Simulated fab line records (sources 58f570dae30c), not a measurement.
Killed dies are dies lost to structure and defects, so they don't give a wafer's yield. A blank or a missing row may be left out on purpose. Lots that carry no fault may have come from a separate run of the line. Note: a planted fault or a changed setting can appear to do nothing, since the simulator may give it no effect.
What tool caused it? / flow berkeley cmos170 / at 1 step of a route of 331, 7 lots with 21 wafers sampled

== WHAT THE GAUGES READ, wafer by wafer ==
UCB170_PVT_OVL_MEAS_06.
lot=L183; measured=day 7 08:12; on=overlay-01; PVT_OVL (nm)=7 13 7
lot=L187; measured=day 7 16:11; on=overlay-01; PVT_OVL (nm)=2 2 -3
lot=L189; measured=day 8 12:44; on=overlay-02; PVT_OVL (nm)=-8 -8 -7
lot=L194; measured=day 9 02:38; on=overlay-01; PVT_OVL (nm)=1 2 -2
lot=L199; measured=day 10 09:05; on=overlay-01; PVT_OVL (nm)=-5 -7 -2
lot=L201; measured=day 10 14:09; on=overlay-02; PVT_OVL (nm)=-4 -2 -6
lot=L204; measured=day 11 14:33; on=overlay-02; PVT_OVL (nm)=9 11 3

== WHAT TOOL EACH LOT RAN ON (gives the tool, then ch and the chambers of the sampled wafers, and finally the start) ==
No process step before these readings appears in the record.

== THE ANSWER, worked out from the rows above alone ==
Rule: usual is defined by the lots themselves. Put in order of their means at a reading, lots are off if they are a third of the lots or fewer, leave a main group of 4 or more, and stand apart from it by a gap of 3 or more times the standard deviation of the main group's means; of several such gaps the widest counts. If all means in a main group match to the digits the tables above print for the reading, that group is not used. A lot without any number at a reading at which 4 lots or more have one is off too. The other lots that the step has rows for count as sound.
None of the lots is off at any reading shown; this tells nothing.

== WHAT THE SIMULATOR HAD PUT IN ==
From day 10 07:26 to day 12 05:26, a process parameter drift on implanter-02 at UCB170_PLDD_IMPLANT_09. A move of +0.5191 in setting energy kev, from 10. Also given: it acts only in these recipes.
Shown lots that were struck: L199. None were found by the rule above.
